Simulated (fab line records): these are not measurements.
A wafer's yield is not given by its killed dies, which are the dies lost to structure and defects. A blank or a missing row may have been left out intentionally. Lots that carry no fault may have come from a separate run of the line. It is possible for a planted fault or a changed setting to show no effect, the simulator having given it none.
A struck lot beside a sound one | flow berkeleyCmos170 | 14 steps out of a route of 331
Sound: the wafers L273.2, L273.4, L273.5. Wafers struck: L287.1, L287.2, L287.5. At the end, the cause is stated.
Per side, at each step with rows, come the tool, then ch with its chambers, and then its first start. Under that, the readings that differ: sound wafers | struck wafers | difference of the means | sigmas: that difference in standard deviations of wafers without a fault.
alike: readings with means less than 2 such deviations apart, plus words and numbers identical on both sides. not compared: withheld readings, readings lacking a value on some wafer, bounds such as >300 that could conceal the same value, and numbers that have no deviation in the record and whose values overlap.
Wherever a step has rows on one side only, a row that says differs or no value, or a row with sigmas, the two part there. When numbers do not overlap yet have no deviation, they are printed without sigmas and do not part them. A reading that every wafer of one side lacks parts them only if that side has two wafers or more.

first, 1 step without rows for these wafers: UCB170_CONTACT_CVD_01 (deposits PSG from SiH4/O2/PH3, target thk 700 nm, time 2820 s).
UCB170_CONTACT_THK_MEAS_02:
  struck on filmMetro-01, day 10 21:44; sound on filmMetro-02, day 7 04:23
reading              | sound       | struck      | difference | sigmas
CONTACT_PSG_THK (nm) | 686 688 687 | 708 706 702 | +18        | +3
then, 3 steps without rows for these wafers: UCB170_CONTACT_HMDS_03 (prime time 60 s); UCB170_CONTACT_COAT_04 (resist thk 900 nm); UCB170_CONTACT_SOFTBAKE_05 (time 60 s).
UCB170_CONTACT_STRIP_06: strips in O2.
  sound on plasmaAsher-02 ch 0,1, day 7 04:57; struck on plasmaAsher-01 ch 0,1, day 10 22:15
  alike: drypumpMotorCurrentA, oesProductAu, stripTimeToEndpointS
  not compared: rfHoursCounterH
then, 1 step without rows for these wafers: UCB170_CONTACT_CLEAN_07 (cleans in SPM, time 600 s).
UCB170_CONTACT_RTA_08: time 10 s.
  sound on rtpAnneal-02 ch 0, day 7 05:14; struck on rtpAnneal-02 ch 0, day 10 22:31
  alike: lampPowerPct, wafer_temp_C_max
then, 4 steps without rows for these wafers: UCB170_CONTACT_COAT_09; UCB170_CONTACT_COAT_10 (resist thk 900 nm); UCB170_CONTACT_SOFTBAKE_11 (time 60 s); UCB170_CONTACT_EXPOSE_12 (exposes mask CONT, target cd 700 nm).
UCB170_CONTACT_PEB_13:
  struck on lithoTrack-01, day 10 23:23; sound on lithoTrack-01 ch 0, day 7 06:04
  no value came back on the struck wafers for chillPlateTempC (C), exhaustPa (Pa); on the sound wafers chillPlateTempC (C) reads 23.19 23.10 23.01
then, 1 step without rows for these wafers: UCB170_CONTACT_DEVELOP_14 (develop time 45 s).

## WHERE THEY PART
At UCB170_CONTACT_THK_MEAS_02 first; at UCB170_CONTACT_PEB_13 last (within this record only).

WHY: whatever the simulator had introduced
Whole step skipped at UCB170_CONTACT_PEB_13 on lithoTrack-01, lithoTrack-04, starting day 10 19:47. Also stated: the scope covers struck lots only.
